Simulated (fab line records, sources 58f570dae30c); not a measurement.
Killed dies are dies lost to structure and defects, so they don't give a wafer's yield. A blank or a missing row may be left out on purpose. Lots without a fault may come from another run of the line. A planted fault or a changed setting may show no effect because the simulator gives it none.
A struck lot beside a sound one | flow berkeley_cmos170 | 15 steps out of a route of 331
Sound: wafers L637.3, L637.5, L637.6. Struck: wafers L655.1, L655.2, L655.4. The cause comes at the end.
At each step with rows: each side's tool, then ch and its chambers, then its first start. Under that, the readings that differ: sound wafers | struck wafers | difference of the means | sigmas: that difference in standard deviations of wafers without a fault.
alike: readings whose means differ by less than 2 such deviations, and words and numbers that are the same on both sides. not compared: withheld readings, readings that some wafer has no value for, bounds like >300 that may hide the same value, and numbers for which the record gives no deviation and whose values overlap.
The two part at a step that has a row with sigmas, a row that says differs or no value, or rows on one side only. Numbers that don't overlap but have no deviation are shown without sigmas and don't part them. A reading that every wafer of one side lacks parts them only if that side has two wafers or more.

UCB170_V1_CD_MEAS_12: target cd 700 nm.
  sound on cd_sem-02, day 7 10:31; struck on cd_sem-01, day 11 00:19
  alike: cd_nm
UCB170_V1_OVL_MEAS_13:
  sound on overlay-02, day 7 10:37; struck on overlay-02, day 11 00:26
  reading     | sound     | struck | difference | sigmas
  V1_OVL (nm) | -7 -12 -5 | 5 10 1 | +13        | +3
UCB170_V1_ETCH_14: etches SiO2 in CHF3/CF4/Ar, stops on Al, target depth 1250 nm, time 291 s.
  sound on rie_diel-03 ch 0,1,2, day 7 10:38; struck on rie_diel-03 ch 0,2,3, day 11 00:29
  alike: drypump_motor_current_A, oes_product_au, throttle_valve_pct
  not compared: rf_hours_counter_h
UCB170_V1_STRIP_15: strips in O2.
  sound on plasma_asher-02 ch 0,1, day 7 10:50; struck on plasma_asher-03 ch 0,1, day 11 00:40
  reading             | sound             | struck            | difference | sigmas
  o2_flow_sccm (sccm) | 398.5 397.8 396.7 | 400.9 401.1 401.5 | +3.5       | +3
  alike: chamber_pressure_mTorr, drypump_motor_current_A, oes_product_au, strip_time_to_endpoint_s
  not compared: rf_hours_counter_h
UCB170_V1_CD_MEAS_90: target cd 700 nm.
  sound on cd_sem-01, day 7 10:57; struck on cd_sem-02, day 11 00:46
  alike: cd_nm
then, 1 step without rows for these wafers: UCB170_M2_PRE_CLEAN_00 (preclean etch time 60 s).
UCB170_M2_SPUTTER_01: material Al, target thk 900 nm, time 120 s.
  sound on pvd_sputter-02, day 7 11:06; struck on pvd_sputter-03, day 11 00:56
  alike: throttle_valve_pct
UCB170_M2_RS_MEAS_02: measures by four-point-probe.
  sound on film_metro-02, day 7 11:13; struck on film_metro-01, day 11 01:02
  alike: M2_AL_RS
UCB170_M2_THK_MEAS_03: measures by xrf.
  sound on film_metro-02, day 7 11:19; struck on film_metro-01, day 11 01:09
  alike: M2_AL_THK
then, 3 steps without rows for these wafers: UCB170_M2_HMDS_04 (prime time 60 s); UCB170_M2_COAT_05 (resist thk 900 nm); UCB170_M2_SOFTBAKE_06 (time 60 s).
UCB170_M2_STRIP_07: strips in O2.
  sound on plasma_asher-04 ch 0,1, day 7 12:01; struck on plasma_asher-01 ch 0,1, day 11 01:40
  no value came back on the struck wafers for any of 5 readings (chamber_pressure_mTorr (mTorr), drypump_motor_current_A (A) and others); on the sound wafers chamber_pressure_mTorr (mTorr) reads 3500.3 3499.0 3503.8
  reading                             | sound | struck            | difference | sigmas
  model.KrF_of_M2_COAT_05.thk_nm (nm) | 0 0 0 | 901.6 900.7 901.4 | +901.2     |
  not compared: rf_hours_counter_h
then, 1 step without rows for these wafers: UCB170_M2_STRIP_08 (strips KrF in DMSO, time 600 s).
UCB170_M3_PROBE_99:
  the record has rows for the sound wafers here (prober-02, day 7 20:02) and none for the struck ones

WHERE THEY PART
First at UCB170_V1_OVL_MEAS_13; last, within this record, at UCB170_M3_PROBE_99.

WHY: what the simulator had put in
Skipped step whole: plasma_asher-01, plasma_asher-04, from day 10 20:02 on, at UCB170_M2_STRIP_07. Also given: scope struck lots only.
